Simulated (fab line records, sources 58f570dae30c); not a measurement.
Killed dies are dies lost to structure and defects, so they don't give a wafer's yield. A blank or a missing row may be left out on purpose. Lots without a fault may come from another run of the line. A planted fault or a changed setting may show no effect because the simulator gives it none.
Which tool did it? | flow berkeley_cmos170 | 13 lots, 39 wafers sampled, at 5 steps of a route of 331

WHAT THE GAUGES READ, wafer by wafer
UCB170_PWELL_TW_MEAS_17. Usual: PWELL_TW 379.5, standard deviation 2.4.
lot  | measured    | on            | PWELL_TW          | flag
L697 | day 3 03:01 | film_metro-04 | 375.0 375.8 376.5 |
L696 | day 3 03:07 | film_metro-02 | 380.0 382.8 382.6 |
L699 | day 3 19:49 | film_metro-04 | 377.6 376.4 377.9 |
L700 | day 3 19:34 | film_metro-02 | 381.9 378.8 382.7 |
L702 | day 4 04:37 | film_metro-02 | 381.1 383.3 382.8 |
L704 | day 4 22:52 | film_metro-03 | 380.6 380.3 382.2 |
L705 | day 5 01:52 | film_metro-02 | 379.6 381.9 379.8 |
L706 | day 5 01:37 | film_metro-02 | 380.0 381.2 380.6 |
L707 | day 5 01:19 | film_metro-04 | 378.9 377.4 377.2 |
L708 | day 5 12:06 | film_metro-02 | 381.0 379.8 379.2 |
L710 | day 5 23:51 | film_metro-04 | 376.5 376.5 374.4 |
L713 | day 6 02:03 | film_metro-02 | 380.6 380.2 382.2 |
L715 | day 6 19:37 | film_metro-04 | 373.4 377.7 375.9 |

UCB170_M2_THK_MEAS_03: measures by xrf. Usual: M2_AL_THK 898 nm, standard deviation 7.8.
lot  | measured     | on            | M2_AL_THK (nm) | flag
L697 | day 7 03:10  | film_metro-03 | 892 893 881    |
L696 | day 7 03:43  | film_metro-03 | 898 890 893    |
L699 | day 8 00:32  | film_metro-04 | 901 899 895    |
L700 | day 8 00:39  | film_metro-03 | 904 902 899    |
L702 | day 8 05:04  | film_metro-03 | 890 902 897    |
L704 | day 9 08:27  | film_metro-02 | 908 899 900    |
L705 | day 9 07:16  | film_metro-03 | 897 894 897    |
L706 | day 9 06:54  | film_metro-04 | 895 899 893    |
L707 | day 9 07:41  | film_metro-03 | 897 891 902    |
L708 | day 9 07:24  | film_metro-02 | 906 906 916    |
L710 | day 10 08:59 | film_metro-02 | 900 914 914    |
L713 | day 10 08:17 | film_metro-03 | 897 900 900    |
L715 | day 11 00:19 | film_metro-02 | 909 892 904    |

WHICH TOOL RAN EACH LOT (tool, then ch and the chambers of the sampled wafers, then the start)
lot  | UCB170_NWELL_STRIP_15               | UCB170_ACTIVE_ETCH_15             | UCB170_ACTIVE_STRIP_16
L697 | plasma_asher-02 ch 0,1, day 2 08:21 | rie_diel-03 ch 0,1,3, day 4 06:32 | plasma_asher-04 ch 0,1, day 4 06:40
L696 | plasma_asher-04 ch 0,1, day 2 08:35 | rie_diel-01 ch 0,2,3, day 4 06:16 | plasma_asher-04 ch 0,1, day 4 06:22
L699 | plasma_asher-02 ch 0,1, day 3 01:37 | rie_diel-01 ch 0,1,3, day 5 04:13 | plasma_asher-03 ch 0,1, day 5 04:19
L700 | plasma_asher-04 ch 0,1, day 3 01:44 | rie_diel-04 ch 1,2,3, day 4 22:42 | plasma_asher-04 ch 0,1, day 4 22:48
L702 | plasma_asher-03 ch 0,1, day 3 08:48 | rie_diel-04 ch 0,2,3, day 5 04:20 | plasma_asher-03 ch 0,1, day 5 04:28
L704 | plasma_asher-02 ch 0,1, day 4 01:10 | rie_diel-04 ch 0,2,3, day 6 00:25 | plasma_asher-04 ch 0,1, day 6 00:31
L705 | plasma_asher-02 ch 0,1, day 4 01:29 | rie_diel-04 ch 1,3, day 6 05:13   | plasma_asher-01 ch 0,1, day 6 05:19
L706 | plasma_asher-04 ch 0,1, day 4 07:46 | rie_diel-01 ch 0,1,3, day 6 00:41 | plasma_asher-01 ch 0,1, day 6 00:50
L707 | plasma_asher-04 ch 0,1, day 4 11:41 | rie_diel-03 ch 0,2, day 6 00:58   | plasma_asher-03 ch 0,1, day 6 01:04
L708 | plasma_asher-03 ch 0,1, day 4 19:53 | rie_diel-01 ch 1,2,3, day 6 14:19 | plasma_asher-04 ch 0,1, day 6 14:25
L710 | plasma_asher-03 ch 0,1, day 5 06:25 | rie_diel-01 ch 1,2,3, day 7 03:37 | plasma_asher-03 ch 0,1, day 7 03:43
L713 | plasma_asher-03 ch 1, day 5 12:39   | rie_diel-04 ch 0,2,3, day 7 03:03 | plasma_asher-04 ch 0,1, day 7 03:09
L715 | plasma_asher-04 ch 0,1, day 6 03:29 | rie_diel-04 ch 0,1,2, day 7 21:05 | plasma_asher-01 ch 0,1, day 7 21:13
- UCB170_NWELL_STRIP_15: strips in O2.
- UCB170_ACTIVE_ETCH_15: etches Si3N4 in CH3F/Ar/O2, stops on SiO2, target depth 242 nm, time 151 s.
- UCB170_ACTIVE_STRIP_16: strips in O2.

WHAT THE TOOLS THEMSELVES READ (means of the sampled wafers that have a number; where no wafer has one, the mark that the record gives instead)
UCB170_NWELL_STRIP_15. Usual: drypump_motor_current_A 5.9 A, standard deviation 0.56; oes_product_au 0.722 a.u., standard deviation 0.0043; strip_time_to_endpoint_s 18.03 s, standard deviation 0.078.
lot  | tool            | drypump_motor_current_A (A) | oes_product_au (a.u.) | strip_time_to_endpoint_s (s) | flag
L697 | plasma_asher-02 | 6.5                         | 0.715                 | 18.02                        |
L696 | plasma_asher-04 | 5.4                         | 0.717                 | 18.01                        |
L699 | plasma_asher-02 | 6.6                         | 0.722                 | 18.12                        |
L700 | plasma_asher-04 | 5.4                         | 0.721                 | 17.99                        |
L702 | plasma_asher-03 | 5.7                         | 0.721                 | 17.97                        |
L704 | plasma_asher-02 | 6.5                         | 0.722                 | 18.07                        |
L705 | plasma_asher-02 | 6.6                         | 0.723                 | 17.99                        |
L706 | plasma_asher-04 | 5.2                         | 0.719                 | 18.07                        |
L707 | plasma_asher-04 | 5.4                         | 0.719                 | 18.12                        |
L708 | plasma_asher-03 | 5.7                         | 0.720                 | 17.80                        |
L710 | plasma_asher-03 | 5.5                         | 0.726                 | 18.04                        |
L713 | plasma_asher-03 | 5.4                         | 0.724                 | 18.13                        |
L715 | plasma_asher-04 | 5.4                         | 0.715                 | 17.94                        |

UCB170_ACTIVE_ETCH_15. Usual: drypump_motor_current_A 5.7 A, standard deviation 0.42; oes_product_au 0.933 a.u., standard deviation 0.015; throttle_valve_pct 8.09 %, standard deviation 0.13.
lot  | tool        | drypump_motor_current_A (A) | oes_product_au (a.u.) | throttle_valve_pct (%) | flag
L697 | rie_diel-03 | 5.5                         | 0.948                 | 8.08                   |
L696 | rie_diel-01 | 6.1                         | 0.941                 | 8.12                   |
L699 | rie_diel-01 | 5.7                         | 0.946                 | 8.08                   |
L700 | rie_diel-04 | 5.6                         | 0.928                 | 8.11                   |
L702 | rie_diel-04 | 5.5                         | 0.918                 | 8.04                   |
L704 | rie_diel-04 | 5.5                         | 0.931                 | 8.04                   |
L705 | rie_diel-04 | 5.7                         | 0.933                 | 8.01                   |
L706 | rie_diel-01 | 5.6                         | 0.941                 | 8.09                   |
L707 | rie_diel-03 | 5.5                         | 0.929                 | 8.08                   |
L708 | rie_diel-01 | 5.8                         | 0.928                 | 8.16                   |
L710 | rie_diel-01 | 5.8                         | 0.932                 | 8.16                   |
L713 | rie_diel-04 | 5.5                         | 0.930                 | 8.05                   |
L715 | rie_diel-04 | 5.7                         | 0.907                 | 8.11                   |

UCB170_ACTIVE_STRIP_16. Usual: drypump_motor_current_A 5.4 A, standard deviation 0.33; oes_product_au 0.722 a.u., standard deviation 0.0046; strip_time_to_endpoint_s 18.10 s, standard deviation 0.068.
lot  | tool            | drypump_motor_current_A (A) | oes_product_au (a.u.) | strip_time_to_endpoint_s (s) | flag
L697 | plasma_asher-04 | 5.4                         | 0.725                 | 18.19                        |
L696 | plasma_asher-04 | 5.4                         | 0.720                 | 17.97                        |
L699 | plasma_asher-03 | 5.6                         | 0.723                 | 18.08                        |
L700 | plasma_asher-04 | 5.3                         | 0.721                 | 18.12                        |
L702 | plasma_asher-03 | 5.7                         | 0.724                 | 18.13                        |
L704 | plasma_asher-04 | 5.2                         | 0.720                 | 18.16                        |
L705 | plasma_asher-01 | 5.3                         | 0.721                 | 18.02                        |
L706 | plasma_asher-01 | 5.3                         | 0.718                 | 18.03                        |
L707 | plasma_asher-03 | 5.6                         | 0.720                 | 18.09                        |
L708 | plasma_asher-04 | 5.4                         | 0.722                 | 18.09                        |
L710 | plasma_asher-03 | 5.6                         | 0.722                 | 18.17                        |
L713 | plasma_asher-04 | 5.2                         | 0.720                 | 18.19                        |
L715 | plasma_asher-01 | 5.3                         | 0.727                 | 17.92                        |

THE ANSWER, worked out from the rows above alone
Rule: a lot is off if the mean of its wafers that have a number lies more than 3 standard deviations from the usual mean. A lot without any number at a reading at which 4 lots or more have one is off too. The other lots that the step has rows for count as sound. The gauges are gone through in route order, then the tools' own readings, and for those a lot's mean is taken as printed above. The first step at which some lot is off is used, and at that step the reading that is off furthest; a lot without a number counts as furthest.
No lot is off at any reading shown: from this, nothing can be told.

WHAT THE SIMULATOR HAD PUT IN
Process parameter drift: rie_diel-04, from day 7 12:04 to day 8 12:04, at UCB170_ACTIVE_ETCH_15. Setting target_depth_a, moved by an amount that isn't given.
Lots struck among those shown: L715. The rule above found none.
